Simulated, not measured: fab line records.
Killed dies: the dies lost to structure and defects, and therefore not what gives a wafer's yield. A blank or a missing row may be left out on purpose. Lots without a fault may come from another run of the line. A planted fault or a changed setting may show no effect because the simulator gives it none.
Which tool was responsible? + flow ritCmos + route of 202 steps, sampled at 1 step: 15 lots, 45 wafers

WHAT THE GAUGES SHOWED, per wafer
The record lacks any reading of a measuring or inspecting step that a usual standard deviation could be used to judge.

WHAT TOOL EACH LOT RAN ON (gives the tool, then ch and the chambers of the sampled wafers, and finally the start)
| lot  | RIT_GATE_CLEAN_01             |
|------|-------------------------------|
| L756 | wetBench-02 ch 0, day 2 09:47 |
| L758 | wetBench-02 ch 2, day 3 02:28 |
| L761 | wetBench-04 ch 3, day 3 14:16 |
| L762 | wetBench-04 ch 2, day 3 14:40 |
| L764 | wetBench-04 ch 1, day 3 23:53 |
| L765 | wetBench-04 ch 2, day 4 04:14 |
| L766 | wetBench-03 ch 3, day 4 10:08 |
| L767 | wetBench-02 ch 0, day 4 20:44 |
| L772 | wetBench-03 ch 0, day 5 15:34 |
| L773 | wetBench-02 ch 0, day 5 21:37 |
| L774 | wetBench-02 ch 2, day 6 02:26 |
| L775 | wetBench-02 ch 0, day 6 07:46 |
| L776 | wetBench-03 ch 3, day 6 13:34 |
| L778 | wetBench-04 ch 3, day 7 02:59 |
| L779 | wetBench-04 ch 2, day 7 04:23 |
- RIT_GATE_CLEAN_01: cleans in SC1, time 600 s.

AS READ BY THE TOOLS THEMSELVES (means over the sampled wafers that have a number; for cases with no such wafer, the mark the record gives instead)
RIT_GATE_CLEAN_01.
| lot  | tool        | runLengthS (s) |
|------|-------------|----------------|
| L756 | wetBench-02 | 626.5          |
| L758 | wetBench-02 | 624.8          |
| L761 | wetBench-04 | 626.2          |
| L762 | wetBench-04 | 666.6          |
| L764 | wetBench-04 | 667.8          |
| L765 | wetBench-04 | 667.1          |
| L766 | wetBench-03 | 627.0          |
| L767 | wetBench-02 | 634.2          |
| L772 | wetBench-03 | 625.9          |
| L773 | wetBench-02 | 628.1          |
| L774 | wetBench-02 | 624.6          |
| L775 | wetBench-02 | 627.6          |
| L776 | wetBench-03 | 627.3          |
| L778 | wetBench-04 | 634.2          |
| L779 | wetBench-04 | 633.1          |

THE ANSWER, worked out from the rows above alone
Rule: what is usual is taken from the lots themselves. Put in order of their means at a reading, lots are off if they are a third of the lots or fewer, leave a main group of 4 or more, and stand apart from it by a gap of 3 or more times the standard deviation of the main group's means; of several such gaps the widest counts. A main group is skipped when, at the precision printed for the reading in the tables above, its means are all equal. Also off: a lot with no number at a reading for which 4 or more lots have one. The other lots that the step has rows for count as sound. The gauges are gone through in route order, then the tools' own readings, and for those a lot's mean is taken as printed above. At the first step where some lot is off, the reading lying furthest off is the one used; lots without a number count as furthest.
Off: L762, L764, L765 (RIT_GATE_CLEAN_01, runLengthS). For the main group the mean is 628.3 s and the standard deviation 3.4.
A tool fits if, at that step or a process step before it, it ran every lot that is off, and no sound lot after the first of them. None of those tried fits.

WHAT HAD BEEN PUT IN BY THE SIMULATOR
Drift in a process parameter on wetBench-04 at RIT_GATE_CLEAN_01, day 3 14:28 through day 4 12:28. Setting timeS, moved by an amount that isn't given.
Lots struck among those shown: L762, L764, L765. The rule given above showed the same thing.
